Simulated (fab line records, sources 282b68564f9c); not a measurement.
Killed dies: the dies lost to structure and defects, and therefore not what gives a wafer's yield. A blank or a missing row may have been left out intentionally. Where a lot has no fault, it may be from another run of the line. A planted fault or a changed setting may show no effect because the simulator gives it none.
2 desks looking at one fault -- flow rit cmos -- every desk sees just its own numbers, and what lay behind them comes last

== FOR THE TOOL OWNER'S DESK: implanter-04 ==
For each lot that ran on this tool, the mean over its sampled wafers that have a number, from the tool's own readings at RIT_PRETRO_IMPLANT_08. Marked OUT: a lot whose mean sits more than 4 standard deviations from the usual mean, which makes it out of limits; the brackets give that distance.
Columns: A = beam energy keV at RIT_PRETRO_IMPLANT_08, usual 45.004; B = tilt deg at RIT_PRETRO_IMPLANT_08, usual 7.007 degrees
lot,first seen here,A,B
L999,day 2 19:55,44.998,6.980
L102,day 3 09:25,44.990,7.000
L103,day 3 16:18,44.996,7.016
L106,day 4 19:47,60.744 (+99 or more) OUT,7.014
L107,day 5 01:38,60.765 (+99 or more) OUT,7.020
This desk's finding: out of limits on L106, L107; first on L106, day 4 19:47 (beam energy keV at RIT_PRETRO_IMPLANT_08). L999, L102, L103 stayed within limits.

== METROLOGY DESK ==
What the gauges read, lot by lot, whatever tool the lot ran on: means of the sampled wafers that have a number. Marked OUT: a lot whose mean sits more than 4 standard deviations from the usual mean, which makes it out of limits; the brackets give that distance.
Columns: A = PRETRO_TW at RIT_PRETRO_TW_MEAS_10, usual 477
lot,first seen here,A
L999,day 2 20:14,482
L101,day 3 04:34,478
L102,day 3 09:44,478
L103,day 3 16:35,482
L104,day 4 04:47,469
L106,day 4 20:07,490
L107,day 5 01:56,501 (+5.7) OUT
L109,day 5 01:59,470
L115,day 6 04:22,479
L114,day 6 05:14,471
L117,day 6 09:19,479
L116,day 6 09:34,476
L119,day 6 20:35,481
L121,day 7 04:22,480
This desk's result: L107 out of limits, first on L107 (PRETRO_TW at RIT_PRETRO_TW_MEAS_10), day 5 01:56. L999, L101, L102, L103, L104, L106, L109, L115, L114, L117, L116, L119, L121 stayed within limits.

== TAKEN TOGETHER ==
The tool owner's desk had the chance to raise an alarm at day 4 19:47 on L106, L107.
An alarm was possible from the metrology desk at day 5 01:56, on L107.
The metrology desk holds a record of L106, inside its limits.
The lots listed all ran RIT_PRETRO_IMPLANT_08 on implanter-04.

== WHAT HAD BEEN PUT IN BY THE SIMULATOR ==
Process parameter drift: implanter-04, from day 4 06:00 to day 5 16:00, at RIT_PRETRO_IMPLANT_08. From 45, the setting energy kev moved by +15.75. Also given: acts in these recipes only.
Shown lots that were struck: L106, L107.
Time in hours from fault onset to the first out-of-limits reading at each desk: tool owner's desk 14, metrology desk 20.
